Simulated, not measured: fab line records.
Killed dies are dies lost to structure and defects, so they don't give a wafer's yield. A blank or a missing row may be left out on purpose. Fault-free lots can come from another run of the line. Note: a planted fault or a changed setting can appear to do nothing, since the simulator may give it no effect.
fab line records ; flow berkeleyCmos170
record lots=13; wafers=39; lastDay=11
route steps=331 shown NLDD@168
lots that met no fault: from a run of the same line without faults
startH: the number of hours between the record's first day and the start of the first shown wafer of the lot ; waitH: hours elapsed since this lot's preceding step ; " as in the row above ; L1.1+2: several wafers, shown together as one row ; - value missing, or start not given ; * or withheld: withheld ; < > ~ a bound
route shown NAME@n: names a module that has steps shown in the file, with the first one's number in the route ; usual: mean and standard deviation over wafers with no fault ; same: alike in all rows ; chamber/n: place in a boat ; sites: the reading at each site ; _std_site: how widely they spread, as a standard deviation ; _edge_site: the outer-site mean with the inner-site mean subtracted ; radiusMm: for every site, how far away it sits from the centre of the wafer ; mask NAME#n: copy n ; behind: tool/chamber where the wafer was last shaped ; hold: the reason the lot was held/the length of the hold in hours/how it ended ; device: the n, p or np transistor that did not switch ; end of line: the tests these same wafers got at the end of their route ; for a step that has no rows: nothing shown but its recipe ; killed: at the first sort, the dies lost to defects and structure; wafer yield is something else ; map: shows each die of a wafer: x if killed, . if not, _ if none is there
set.NAME: setting as actually run; set.NAME@STEP: the setting as run at that earlier step ; model.NAME: the simulator's own value behind a step, which no gauge read
a sample of lots followed through the steps of the route, with each step as a table and each wafer as a row
services: when a tool's chamber went out of use (startH, in hours from the record's first day, below 0 if earlier), for how many hours, and the reason
## steps
# step UCB170_NLDD_STRIP_10
# recipe chemistry=O2; powerW=400; pressureMtorr=3500; platenTempC=withheld; o2FlowSccm=400; overashFraction=0.5
# usual drypumpMotorCurrentA=5.6/0.54; oesProductAu=0.735/0.0045; stripTimeToEndpointS=21.64/0.063
lot.wafer;tool;chamber;startH;waitH;drypumpMotorCurrentA;oesProductAu;rfHoursCounterH;stripTimeToEndpointS
L822.1;plasmaAsher-03;1;139.62;0.1;5.6;0.732;34;21.69
L822.3;plasmaAsher-03;1;139.62;0.1;5.6;0.736;-;21.64
L822.5;plasmaAsher-03;1;139.62;0.1;5.7;0.737;-;21.65
L821.2;plasmaAsher-04;1;140.03;0.1;5.3;0.740;44;21.67
L821.4;plasmaAsher-04;1;140.03;0.1;5.3;0.735;-;21.72
L821.6;plasmaAsher-04;0;140.03;0.1;4.6;0.730;-;21.68
L825.2;plasmaAsher-02;0;156.85;0.1;5.8;0.740;5;21.67
L825.3;plasmaAsher-02;1;156.85;0.1;6.2;0.737;-;21.70
L825.6;plasmaAsher-02;1;156.85;0.1;6.2;0.733;-;21.70
L827.1;plasmaAsher-02;0;168.08;0.1;5.8;0.733;6;21.62
L827.3;plasmaAsher-02;1;168.08;0.1;6.3;0.732;-;21.65
L827.5;plasmaAsher-02;0;168.08;0.1;5.8;0.730;-;21.66
L828.3;plasmaAsher-03;0;178.95;0.1;6.1;0.740;-;21.69
L828.4;plasmaAsher-03;1;178.95;0.1;5.7;0.733;-;21.74
L828.5;plasmaAsher-03;1;178.95;0.1;5.6;0.732;-;21.67
L833.3;plasmaAsher-02;0;191.98;0.1;5.8;0.740;-;21.58
L833.5;plasmaAsher-02;1;191.98;0.1;6.3;0.736;-;21.63
L833.6;plasmaAsher-02;0;191.98;0.1;5.8;0.735;-;21.58
L830.3;plasmaAsher-03;0;192.13;0.1;6.1;0.726;-;21.61
L830.4;plasmaAsher-03;1;192.13;0.1;5.6;0.739;-;21.61
L830.5;plasmaAsher-03;1;192.13;0.1;5.7;0.734;-;21.58
L831.2;plasmaAsher-04;0;192.25;0.1;4.6;0.736;49;21.64
L831.4;plasmaAsher-04;0;192.25;0.1;4.6;0.728;-;21.71
L831.5;plasmaAsher-04;0;192.25;0.1;4.6;0.725;-;21.69
L834.4;plasmaAsher-02;0;208.35;0.1;5.9;0.742;-;21.56
L834.5;plasmaAsher-02;1;208.35;0.1;6.3;0.732;-;21.53
L834.6;plasmaAsher-02;0;208.35;0.1;5.8;0.742;-;21.59
L835.1;plasmaAsher-04;0;208.68;0.1;4.6;0.984;51;-
L835.3;plasmaAsher-04;1;208.68;0.1;5.3;0.989;-;-
L835.5;plasmaAsher-04;1;208.68;0.1;5.2;0.976;-;-
L839.3;plasmaAsher-03;0;234.07;0.1;6.1;0.733;-;21.65
L839.4;plasmaAsher-03;1;234.07;0.1;5.6;0.732;-;21.60
L839.6;plasmaAsher-03;0;234.07;0.1;6.1;0.741;-;21.54
L841.2;plasmaAsher-02;0;234.28;0.1;5.8;0.741;14;21.63
L841.4;plasmaAsher-02;1;234.28;0.1;6.2;0.737;-;21.56
L841.5;plasmaAsher-02;1;234.28;0.1;6.2;0.735;-;21.60
L842.1;plasmaAsher-03;1;234.73;0.1;5.6;0.738;47;21.75
L842.2;plasmaAsher-03;0;234.73;0.1;6.1;0.736;47;21.64
L842.6;plasmaAsher-03;0;234.73;0.1;6.1;0.733;-;21.75
## services
tool;chamber;startH;hours;kind
plasmaAsher-02;0;117.75;-;clean
plasmaAsher-02;1;117.75;-;clean
plasmaAsher-04;-;174.07;3.2;repair
## key
firstSign step=UCB170_NLDD_STRIP_10; reading=oesProductAu; direction=up; sigmas=55; usual=0.735; struck=0.983
effect none on later readings
metAt UCB170_NLDD_STRIP_10
struckLots L835
laterRowsLeftOut L835.1,L835.3,L835.5
sortLeftOut L835.1,L835.3,L835.5
testerLeftOut L835
onsetBetween 192.25 208.68
fault kind=stripAborted; tool=plasmaAsher-04; chamber=-; onsetH=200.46; steps=UCB170_NLDD_STRIP_10; offset=0.6; endH=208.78
# testerLeftOut: of these lots the tester's yield and bins aren't shown, on N5 and GAA mostly nor the transistor test; their killed dies are dies lost to structure and defects alone, not to doping, threshold or leakage, so they don't give the yield
# sortLeftOut: the simulated sort isn't trusted on such a fault, so these wafers' sort isn't shown, and their yield isn't known
# laterRowsLeftOut: the simulator's readings of these wafers behind a module that went badly wrong aren't trusted and aren't shown, but for the sort
